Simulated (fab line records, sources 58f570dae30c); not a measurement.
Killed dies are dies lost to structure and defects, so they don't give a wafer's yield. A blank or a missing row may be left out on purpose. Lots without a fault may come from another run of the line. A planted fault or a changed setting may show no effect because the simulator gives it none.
fab line records | flow berkeley_cmos170
record lots=14 wafers=42 last_day=12
route steps=331 shown SILICIDE@211
lots that met no fault: from a run of the same line without faults
start_h: hours from the record's first day to the start of the lot's first wafer shown | wait_h: hours since the lot's step before | " the same as in the row above | L1.1+2: a row that stands for several wafers | - no value, or no start given | * or withheld: withheld | < > ~ a bound
route shown NAME@n: a module of which the file shows steps, and the number in the route of the first | usual: mean/standard deviation of fault-free wafers | same: alike in all rows | chamber/n: place in a boat | sites: the reading at each site | _std_site: their standard deviation | _edge_site: outer sites' mean less inner sites' | radius_mm: how far each site lies from the wafer's centre | mask NAME#n: copy n | behind: the tool/chamber that last shaped the wafer | hold: why the lot was held/for how many hours/how that ended | device: the transistor (n, p or np) that didn't switch | end of line: the same wafers' tests at the end of the route | a step without rows: its recipe alone | killed: dies lost to structure and defects at the first sort, not the wafer's yield | map: a wafer's dies, x killed, . not, _ none there
set.NAME: the setting as run; set.NAME@STEP: as run at that earlier step | model.NAME: the simulator's own value behind a step, which no gauge read
steps of the route over a sample of lots; a table a step, a row a wafer
services: from which hour (start_h, from the record's first day; less than 0 if before it) a tool's chamber was out of use, for how many hours, and why
## steps
# step UCB170_SILICIDE_SPUTTER_01
# recipe material=Ti target_thk_nm=30 time_s=25 power_w=1500 chamber_pressure_pa=0.5157
# usual throttle_valve_pct=30.0/0.84
# columns lot.wafer tool chamber start_h wait_h throttle_valve_pct
L977.1 pvd_sputter-04 - 155.72 0.0 31.5
L977.3 " - " " 29.7
L977.4 " - " " 30.5
L980.3 pvd_sputter-02 - 177.01 0.0 29.8
L980.5 " - " " 30.7
L980.6 " - " " 29.7
L982.1 pvd_sputter-01 - 177.36 0.0 30.2
L982.3 " - " " 30.1
L982.4 " - " " 28.7
L981.1 pvd_sputter-04 - 177.54 0.0 29.5
L981.5 " - " " 29.6
L981.6 " - " " 29.6
L979.2 pvd_sputter-02 - 177.64 0.0 29.5
L979.5 " - " " 30.6
L979.6 " - " " 29.7
L984.1 pvd_sputter-02 - 200.93 0.0 30.9
L984.5 " - " " 28.4
L984.6 " - " " 29.7
L985.2 pvd_sputter-01 - 201.07 0.0 28.8
L985.3 " - " " 30.5
L985.6 " - " " 30.2
L983.3 pvd_sputter-02 - 201.83 0.0 28.4
L983.4 " - " " 29.6
L983.6 " - " " 30.8
L989.1 pvd_sputter-04 - 209.13 0.0 29.5
L989.2 " - " " 30.7
L989.4 " - " " 30.9
L990.1 pvd_sputter-04 - 209.78 0.0 30.5
L990.3 " - " " 29.5
L990.6 " - " " 30.5
L994.1 pvd_sputter-01 - 242.64 0.0 30.3
L994.2 " - " " 30.2
L994.3 " - " " 29.0
L995.1 pvd_sputter-02 - 247.55 0.0 29.6
L995.2 " - " " 30.9
L995.6 " - " " 31.0
L996.3 pvd_sputter-02 - 262.27 0.0 28.2
L996.4 " - " " 29.7
L996.5 " - " " 29.6
L999.3 pvd_sputter-02 - 272.36 0.0 28.4
L999.4 " - " " 30.8
L999.6 " - " " 28.3
# step UCB170_SILICIDE_RS_MEAS_02
# recipe thk_meas_gauge=four-point-probe reads=Ti_of_SILICIDE_SPUTTER_01
# usual SILICIDE_TI_RS=26.1/0.33
# columns lot.wafer tool chamber start_h wait_h SILICIDE_TI_RS[ohm/sq]
L977.1 film_metro-01 - 155.75 0.0 25.3
L977.3 " - " " 25.4
L977.4 " - " " 25.5
L980.3 film_metro-02 - 177.08 0.1 26.1
L980.5 " - " " 25.5
L980.6 " - " " 26.1
L982.1 film_metro-02 - 177.39 0.0 26.0
L982.3 " - " " 25.8
L982.4 " - " " 25.5
L981.1 film_metro-02 - 177.57 0.0 25.9
L981.5 " - " " 25.9
L981.6 " - " " 26.2
L979.2 film_metro-03 - 177.69 0.0 26.0
L979.5 " - " " 25.6
L979.6 " - " " 26.1
L984.1 film_metro-02 - 200.96 0.0 25.3
L984.5 " - " " 25.5
L984.6 " - " " 25.3
L985.2 film_metro-03 - 201.12 0.0 26.1
L985.3 " - " " 26.4
L985.6 " - " " 26.2
L983.3 film_metro-03 - 201.90 0.1 26.0
L983.4 " - " " 25.9
L983.6 " - " " 25.8
L989.1 film_metro-02 - 209.16 0.0 26.1
L989.2 " - " " 21.6
L989.4 " - " " 21.6
L990.1 film_metro-02 - 209.81 0.0 21.4
L990.3 " - " " 26.2
L990.6 " - " " 21.4
L994.1 film_metro-01 - 242.67 0.0 26.3
L994.2 " - " " 26.0
L994.3 " - " " 25.7
L995.1 film_metro-02 - 247.58 0.0 26.5
L995.2 " - " " 26.3
L995.6 " - " " 26.1
L996.3 film_metro-01 - 262.34 0.1 26.4
L996.4 " - " " 26.2
L996.5 " - " " 26.4
L999.3 film_metro-03 - 272.43 0.1 26.5
L999.4 " - " " 26.1
L999.6 " - " " 26.6
# step UCB170_SILICIDE_THK_MEAS_03
# recipe thk_meas_gauge=xrf reads=Ti_of_SILICIDE_SPUTTER_01
# usual SILICIDE_TI_THK=30.1/0.34
# columns lot.wafer tool chamber start_h wait_h SILICIDE_TI_THK[nm]
L977.1 film_metro-01 - 155.87 0.1 30.5
L977.3 " - " " 30.4
L977.4 " - " " 30.2
L980.3 film_metro-02 - 177.18 0.1 30.1
L980.5 " - " " 30.7
L980.6 " - " " 30.1
L982.1 film_metro-02 - 177.51 0.1 30.2
L982.3 " - " " 30.6
L982.4 " - " " 30.8
L981.1 film_metro-02 - 177.69 0.1 30.4
L981.5 " - " " 30.4
L981.6 " - " " 30.1
L979.2 film_metro-03 - 177.80 0.1 30.3
L979.5 " - " " 30.8
L979.6 " - " " 30.1
L984.1 film_metro-02 - 201.08 0.1 30.9
L984.5 " - " " 30.7
L984.6 " - " " 30.9
L985.2 film_metro-03 - 201.23 0.1 30.4
L985.3 " - " " 30.0
L985.6 " - " " 30.0
L983.3 film_metro-03 - 202.00 0.1 30.5
L983.4 " - " " 30.5
L983.6 " - " " 30.7
L989.1 film_metro-02 - 209.28 0.1 30.0
L989.2 " - " " 35.4
L989.4 " - " " 35.4
L990.1 film_metro-02 - 209.93 0.1 35.5
L990.3 " - " " 30.0
L990.6 " - " " 35.7
L994.1 film_metro-01 - 242.79 0.1 29.7
L994.2 " - " " 30.1
L994.3 " - " " 30.5
L995.1 film_metro-02 - 247.70 0.1 29.6
L995.2 " - " " 30.0
L995.6 " - " " 30.1
L996.3 film_metro-01 - 262.44 0.1 29.7
L996.4 " - " " 30.0
L996.5 " - " " 29.8
L999.3 film_metro-03 - 272.53 0.1 29.8
L999.4 " - " " 30.2
L999.6 " - " " 29.9
## services
# columns tool chamber start_h hours kind
pvd_sputter-02 - 178.80 2.2 repair
pvd_sputter-02 - 218.16 1.7 repair
## key
first_sign step=UCB170_SILICIDE_RS_MEAS_02 reading=SILICIDE_TI_RS direction=down sigmas=14 usual=26.1 struck=21.5
effect step=UCB170_SILICIDE_THK_MEAS_03 reading=SILICIDE_TI_THK direction=up sigmas=16 usual=30.1 struck=35.5
met_at UCB170_SILICIDE_SPUTTER_01
struck_lots L989,L990
struck_wafers L989.2,L989.4,L990.1,L990.6
tester_left_out L989,L990
onset_between 155.72 209.13
fault kind=process_parameter_drift tool=pvd_sputter-04 chamber=- onset_h=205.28 steps=UCB170_SILICIDE_SPUTTER_01 channel=target_thk_nm offset=5.5564 shape=step end_h=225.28 acts_in=these_recipes_only stated=30 scope=struck_wafers_only
# tester_left_out: of these lots the tester's yield and bins aren't shown, on N5 and GAA mostly nor the transistor test; their killed dies are dies lost to structure and defects alone, not to doping, threshold or leakage, so they don't give the yield
